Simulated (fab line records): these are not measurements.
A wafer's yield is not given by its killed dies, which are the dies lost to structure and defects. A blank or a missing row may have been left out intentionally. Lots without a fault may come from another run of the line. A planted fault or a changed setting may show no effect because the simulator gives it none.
fab line records -- flow rit_cmos
record lots=7, wafers=21, last_day=7
route steps=202 shown NRETRO@53 PRETRO@64 M1@202
lots that met no fault: taken from a fault-free run of the same line
start_h: the number of hours between the record's first day and the start of the first shown wafer of the lot -- wait_h: hours elapsed since this lot's preceding step -- " unchanged from the row above -- L1.1+2: one row covering several wafers at once -- - either no value or no given start -- * or withheld: withheld -- < > ~ a bound
route shown NAME@n: NAME is a module with steps in the file, n the number in the route of the first one -- usual: average and standard deviation across the fault-free wafers -- same: alike in all rows -- chamber/n: place in a boat -- sites: each site's reading -- _std_site: how widely they spread, as a standard deviation -- _edge_site: mean of outer sites minus mean of inner sites -- radius_mm: how far each site lies from the wafer's centre -- mask NAME#n: copy n -- behind: tool/chamber where the wafer was last shaped -- hold: the reason the lot was held/the length of the hold in hours/how it ended -- device: names the non-switching transistor (n, p or np) -- end of line: tests run on the same wafers once the route is complete -- a step given without rows: its recipe and nothing more -- killed: count of dies lost to structure and defects at first sort (not the wafer's yield) -- map: a wafer's dies, marking killed ones x, the rest . and places with no die _
set.NAME: the run value of the setting; set.NAME@STEP: its run value at that earlier step -- model.NAME: the simulator's own value behind a step, which no gauge read
lots seen at some steps along the route; tables by step, rows by wafer
services: when a tool's chamber went out of use (start_h, in hours from the record's first day, below 0 if earlier), for how many hours, and the reason
## steps
# step RIT_NRETRO_HMDS_00
# recipe prime_time_s=60, prime_temp_c=140
# step RIT_NRETRO_COAT_01
# recipe resist=NOVOLAK, spin_rpm=2000, resist_thk_nm=1300
# step RIT_NRETRO_SOFTBAKE_02
# recipe resist=NOVOLAK, temp_c=90, time_s=60
# step RIT_NRETRO_EXPOSE_03
# recipe mask_id=M4, na=0.57, target_cd_nm=43900, dose_mj=250
# step RIT_NRETRO_PEB_04
# recipe resist=NOVOLAK, temp_c=withheld, time_s=withheld
# step RIT_NRETRO_DEVELOP_05
# recipe resist=NOVOLAK, develop_time_s=68, dev_temp_c=23
# step RIT_NRETRO_OVL_MEAS_06
# usual NRETRO_OVL=0.5/1.5
lot.wafer,tool,chamber,start_h,wait_h,NRETRO_OVL[nm]
L612.1,overlay-02,-,55.16,-,0.6
L612.3,overlay-02,-,55.16,-,1.2
L612.4,overlay-02,-,55.16,-,1.1
L617.2,overlay-02,-,82.21,-,0.0
L617.3,overlay-02,-,82.21,-,-1.3
L617.4,overlay-02,-,82.21,-,-1.0
L618.2,overlay-02,-,86.80,-,-0.5
L618.3,overlay-02,-,86.80,-,-3.3
L618.5,overlay-02,-,86.80,-,-0.7
L619.1,overlay-01,-,92.03,-,1.1
L619.2,overlay-01,-,92.03,-,2.3
L619.5,overlay-01,-,92.03,-,1.3
L627.3,overlay-01,-,134.32,-,0.1
L627.5,overlay-01,-,134.32,-,0.8
L627.6,overlay-01,-,134.32,-,0.5
L629.1,overlay-02,-,140.41,-,-1.1
L629.4,overlay-02,-,140.41,-,1.2
L629.6,overlay-02,-,140.41,-,-0.1
L630.1,overlay-02,-,147.84,-,-0.7
L630.2,overlay-02,-,147.84,-,-2.1
L630.4,overlay-02,-,147.84,-,-2.7
# step RIT_NRETRO_HARDBAKE_07
# recipe resist=NOVOLAK, temp_c=140, time_s=120
# step RIT_NRETRO_IMPLANT_08
# recipe species=P, energy_kev=70, dose_cm2=1.007e+13, tilt_deg=7
# step RIT_NRETRO_STRIP_09
# recipe chemistry=O2, time_s=180, resist=NOVOLAK, platen_temp_c=withheld, power_w=500, pressure_mtorr=4000, o2_flow_sccm=4000
# usual drypump_motor_current_A=5.6/0.66
lot.wafer,tool,chamber,start_h,wait_h,drypump_motor_current_A,rf_hours_counter_h
L612.1,plasma_asher-02,1,55.60,0.1,5.1,43
L612.3,plasma_asher-02,1,55.60,0.1,5.1,-
L612.4,plasma_asher-02,0,55.60,0.1,5.4,-
L617.2,plasma_asher-01,1,82.68,0.1,6.4,30
L617.3,plasma_asher-01,1,82.68,0.1,6.4,-
L617.4,plasma_asher-01,0,82.68,0.1,4.9,-
L618.2,plasma_asher-01,0,87.23,0.1,4.9,31
L618.3,plasma_asher-01,0,87.23,0.1,4.9,-
L618.5,plasma_asher-01,0,87.23,0.1,4.9,-
L619.1,plasma_asher-04,0,92.47,0.1,5.4,44
L619.2,plasma_asher-04,1,92.47,0.1,6.6,44
L619.5,plasma_asher-04,0,92.47,0.1,5.4,-
L627.3,plasma_asher-02,0,134.80,0.1,5.4,-
L627.5,plasma_asher-02,0,134.80,0.1,5.4,-
L627.6,plasma_asher-02,1,134.80,0.1,5.1,-
L629.1,plasma_asher-01,1,140.85,0.1,6.4,37
L629.4,plasma_asher-01,1,140.85,0.1,6.3,-
L629.6,plasma_asher-01,0,140.85,0.1,4.9,-
L630.1,plasma_asher-04,1,148.28,0.1,6.7,50
L630.2,plasma_asher-04,0,148.28,0.1,5.4,50
L630.4,plasma_asher-04,1,148.28,0.1,6.7,-
# step RIT_NRETRO_TW_MEAS_10
# usual NRETRO_TW=1048/14
lot.wafer,tool,chamber,start_h,wait_h,NRETRO_TW
L612.1,film_metro-04,-,55.78,0.1,1027
L612.3,film_metro-04,-,55.78,0.1,1026
L612.4,film_metro-04,-,55.78,0.1,1025
L617.2,film_metro-01,-,82.86,0.1,1051
L617.3,film_metro-01,-,82.86,0.1,1056
L617.4,film_metro-01,-,82.86,0.1,1053
L618.2,film_metro-04,-,87.41,0.1,1031
L618.3,film_metro-04,-,87.41,0.1,1036
L618.5,film_metro-04,-,87.41,0.1,1033
L619.1,film_metro-02,-,92.64,0.1,1046
L619.2,film_metro-02,-,92.64,0.1,1049
L619.5,film_metro-02,-,92.64,0.1,1047
L627.3,film_metro-01,-,134.94,0.1,1059
L627.5,film_metro-01,-,134.94,0.1,1057
L627.6,film_metro-01,-,134.94,0.1,1056
L629.1,film_metro-02,-,141.02,0.1,1054
L629.4,film_metro-02,-,141.02,0.1,1056
L629.6,film_metro-02,-,141.02,0.1,1053
L630.1,film_metro-04,-,148.46,0.1,1027
L630.2,film_metro-04,-,148.46,0.1,1024
L630.4,film_metro-04,-,148.46,0.1,1025
# step RIT_PRETRO_HMDS_00
# recipe prime_time_s=60, prime_temp_c=140
# step RIT_PRETRO_COAT_01
# recipe resist=NOVOLAK, spin_rpm=2000, resist_thk_nm=1300
# usual chill_plate_temp_C=23.00/0.093, dispense_pressure_kPa=52.4/2.7
lot.wafer,tool,chamber,start_h,wait_h,chill_plate_temp_C,dispense_pressure_kPa
L612.1,litho_track-01,0,55.99,0.1,22.93,55.6
L612.3,litho_track-01,0,55.99,0.1,22.94,55.6
L612.4,litho_track-01,0,55.99,0.1,22.95,55.6
L617.2,litho_track-02,-,83.09,0.1,-,-
L617.3,litho_track-02,-,83.09,0.1,-,-
L617.4,litho_track-02,-,83.09,0.1,-,-
L618.2,litho_track-01,-,87.64,0.1,-,-
L618.3,litho_track-01,-,87.64,0.1,-,-
L618.5,litho_track-01,-,87.64,0.1,-,-
L619.1,litho_track-02,-,92.85,0.1,-,-
L619.2,litho_track-02,-,92.85,0.1,-,-
L619.5,litho_track-02,-,92.85,0.1,-,-
L627.3,litho_track-03,0,135.18,0.1,22.88,54.4
L627.5,litho_track-03,0,135.18,0.1,22.89,54.4
L627.6,litho_track-03,0,135.18,0.1,22.86,54.4
L629.1,litho_track-01,0,141.23,0.1,22.96,55.5
L629.4,litho_track-01,0,141.23,0.1,23.08,55.5
L629.6,litho_track-01,0,141.23,0.1,22.85,55.6
L630.1,litho_track-01,0,148.67,0.1,22.93,55.5
L630.2,litho_track-01,0,148.67,0.1,22.89,55.5
L630.4,litho_track-01,0,148.67,0.1,22.89,55.5
# step RIT_PRETRO_SOFTBAKE_02
# recipe resist=NOVOLAK, temp_c=90, time_s=60
# step RIT_PRETRO_EXPOSE_03
# recipe mask_id=M5, na=0.57, target_cd_nm=43700, dose_mj=250
# step RIT_PRETRO_PEB_04
# recipe resist=NOVOLAK, temp_c=withheld, time_s=withheld
# step RIT_PRETRO_DEVELOP_05
# recipe resist=NOVOLAK, develop_time_s=68, dev_temp_c=23
# step RIT_PRETRO_OVL_MEAS_06
# usual PRETRO_OVL=1.1/1.1
lot.wafer,tool,chamber,start_h,wait_h,PRETRO_OVL[nm]
L612.1,overlay-02,-,56.72,-,0.5
L612.3,overlay-02,-,56.72,-,1.2
L612.4,overlay-02,-,56.72,-,-0.2
L617.2,overlay-01,-,83.80,-,-
L617.3,overlay-01,-,83.80,-,-
L617.4,overlay-01,-,83.80,-,-
L618.2,overlay-01,-,88.47,-,-
L618.3,overlay-01,-,88.47,-,-
L618.5,overlay-01,-,88.47,-,-
L619.1,overlay-01,-,93.71,-,-
L619.2,overlay-01,-,93.71,-,-
L619.5,overlay-01,-,93.71,-,-
L627.3,overlay-01,-,135.87,-,0.9
L627.5,overlay-01,-,135.87,-,1.2
L627.6,overlay-01,-,135.87,-,1.7
L629.1,overlay-01,-,142.09,-,0.0
L629.4,overlay-01,-,142.09,-,2.0
L629.6,overlay-01,-,142.09,-,0.9
L630.1,overlay-02,-,149.52,-,0.0
L630.2,overlay-02,-,149.52,-,0.1
L630.4,overlay-02,-,149.52,-,0.1
# step RIT_PRETRO_HARDBAKE_07
# recipe resist=NOVOLAK, temp_c=140, time_s=120
# step RIT_M1_PROBE_99
# usual killed_at_M0_to_M3=0.0/0.2, killed_at_contacts=0.1/0.25, killed_at_front_end=6/3.1, killed_dies=6/3.1, killed_on_rim=1.6/1.4, killed_open=2.9/2, killed_short=3.3/2
# same gross_dies=264, killed_at_M4_up=0, killed_at_back_side=0, killed_at_other=0
lot.wafer,tool,chamber,start_h,wait_h,killed_at_M0_to_M3,killed_at_contacts,killed_at_front_end,killed_dies,killed_on_rim,killed_open,killed_short
L612.1,prober-01,-,86.03,0.1,0,0,5,5,0,1,4
L612.3,prober-01,-,86.13,0.2,0,0,8,8,3,4,4
L612.4,prober-01,-,86.18,0.2,2,0,2,4,0,0,2
L617.2,prober-02,-,112.64,0.1,0,1,263,264,70,0,2
L617.3,prober-02,-,112.69,0.2,0,0,264,264,70,1,2
L617.4,prober-02,-,112.74,0.2,0,0,264,264,70,4,1
L618.2,prober-01,-,117.19,0.1,0,0,264,264,70,4,6
L618.3,prober-01,-,117.24,0.2,0,1,263,264,70,3,4
L618.5,prober-01,-,117.34,0.2,0,0,264,264,70,4,7
L619.1,prober-02,-,122.73,0.1,0,1,263,264,70,5,2
L619.2,prober-02,-,122.78,0.1,0,0,264,264,70,1,2
L619.5,prober-02,-,122.93,0.2,0,0,264,264,70,3,4
L630.1,prober-01,-,176.13,0.1,0,0,13,13,0,4,9
L630.2,prober-01,-,176.18,0.1,0,0,8,8,4,4,4
L630.4,prober-01,-,176.28,0.2,0,0,5,5,2,3,2
# killed by level:class
L612.1 SPACER:geometric_particle:short=3 GATE:geometric_particle:open=1 GATE:geometric_particle:short=1
L612.3 GATE:geometric_particle:short=4 GATE:geometric_particle:open=3 SPACER:geometric_particle:open=1
L612.4 M1:coat_microbubble_printed=2 GATE:geometric_particle:short=1 SILICIDE:geometric_particle:short=1
L617.2 PRETRO:area_expose=262 SILICIDE:geometric_particle:short=1 CONTACT:geometric_particle:short=1
L617.3 PRETRO:area_expose=261 FOX2:geometric_particle:open=1 GATE:geometric_particle:short=1 SPACER:geometric_particle:short=1
L617.4 PRETRO:area_expose=259 FOX1:geometric_particle:open=1 FOX2:geometric_particle:open=1 GATE:geometric_particle:open=1 SPACER:geometric_particle:short=1 SILICIDE:geometric_particle:open=1
L618.2 PRETRO:area_expose=254 GATE:geometric_particle:open=3 GATE:geometric_particle:short=2 REOX:geometric_particle:short=2 REOX:geometric_particle:open=1 SPACER:geometric_particle:short=1 SILICIDE:geometric_particle:short=1
L618.3 PRETRO:area_expose=257 FOX1:geometric_particle:open=1 FOX2:geometric_particle:short=1 GATE:geometric_particle:open=1 GATE:geometric_particle:short=1 SPACER:geometric_particle:short=1 SILICIDE:geometric_particle:short=1 CONTACT:geometric_particle:open=1
L618.5 PRETRO:area_expose=253 GATE:geometric_particle:short=4 GATE:geometric_particle:open=2 FOX1:geometric_particle:short=1 REOX:geometric_particle:open=1 SPACER:geometric_particle:short=1 SILICIDE:geometric_particle:open=1 SILICIDE:geometric_particle:short=1
L619.1 PRETRO:area_expose=257 GATE:geometric_particle:open=3 FOX1:geometric_particle:open=1 FOX2:geometric_particle:short=1 GATE:geometric_particle:short=1 CONTACT:geometric_particle:open=1
L619.2 PRETRO:area_expose=261 FOX1:geometric_particle:open=1 FOX1:geometric_particle:short=1 GATE:geometric_particle:short=1
L619.5 PRETRO:area_expose=257 GATE:geometric_particle:open=3 GATE:geometric_particle:short=2 SPACER:geometric_particle:short=1 SILICIDE:geometric_particle:short=1
L630.1 SPACER:geometric_particle:short=3 SILICIDE:geometric_particle:short=3 GATE:geometric_particle:short=2 REOX:geometric_particle:open=2 FOX1:geometric_particle:open=1 FOX1:geometric_particle:short=1 SPACER:geometric_particle:open=1
L630.2 FOX1:geometric_particle:short=2 GATE:geometric_particle:short=2 FOX2:geometric_particle:open=1 GATE:geometric_particle:open=1 SPACER:geometric_particle:open=1 SILICIDE:geometric_particle:open=1
L630.4 FOX2:geometric_particle:open=3 GATE:geometric_particle:short=1 SPACER:geometric_particle:short=1
# map L617.2 (x killed, . not)
________xxxxxxx_______
_____xxxxxxxxxxxxx____
____xxxxxxxxxxxxxxx___
___xxxxxxxxxxxxxxxxx__
__xxxxxxxxxxxxxxxxxxx_
__xxxxxxxxxxxxxxxxxxx_
_xxxxxxxxxxxxxxxxxxxxx
_xxxxxxxxxxxxxxxxxxxxx
_xxxxxxxxxxxxxxxxxxxxx
_xxxxxxxxxxxxxxxxxxxxx
__xxxxxxxxxxxxxxxxxxx_
__xxxxxxxxxxxxxxxxxxx_
___xxxxxxxxxxxxxxxxx__
____xxxxxxxxxxxxxxx___
_____xxxxxxxxxxxxx____
________xxxxxxx_______
# map L618.2 (x killed, . not)
________xxxxxxx_______
_____xxxxxxxxxxxxx____
____xxxxxxxxxxxxxxx___
___xxxxxxxxxxxxxxxxx__
__xxxxxxxxxxxxxxxxxxx_
__xxxxxxxxxxxxxxxxxxx_
_xxxxxxxxxxxxxxxxxxxxx
_xxxxxxxxxxxxxxxxxxxxx
_xxxxxxxxxxxxxxxxxxxxx
_xxxxxxxxxxxxxxxxxxxxx
__xxxxxxxxxxxxxxxxxxx_
__xxxxxxxxxxxxxxxxxxx_
___xxxxxxxxxxxxxxxxx__
____xxxxxxxxxxxxxxx___
_____xxxxxxxxxxxxx____
________xxxxxxx_______
## services
tool,chamber,start_h,hours,kind
plasma_asher-02,-,71.80,14.6,pm
## key
first_sign step=RIT_PRETRO_COAT_01, reading=tool_record, direction=missing
effect step=RIT_PRETRO_OVL_MEAS_06, reading=PRETRO_OVL, direction=missing
effect step=RIT_M1_PROBE_99, reading=killed_dies, direction=up, sigmas=84, usual=6, struck=264
more_kills_born_at RIT_PRETRO_EXPOSE_03@iline_stepper-02=1557, RIT_PRETRO_EXPOSE_03@iline_stepper-01=764
met_at RIT_PRETRO_COAT_01
struck_wafers L617.2,L617.3,L617.4,L618.2,L618.3,L618.5,L619.1,L619.2,L619.5
tester_left_out L617,L618,L619
onset_between 55.99 83.09
fault kind=skipped_step_whole, tool=litho_track-01,litho_track-02, chamber=-, onset_h=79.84, steps=RIT_PRETRO_COAT_01, scope=struck_lots_only
# tester_left_out: of these lots the tester's yield and bins aren't shown, on N5 and GAA mostly nor the transistor test; their killed dies are dies lost to structure and defects alone, not to doping, threshold or leakage, so they don't give the yield
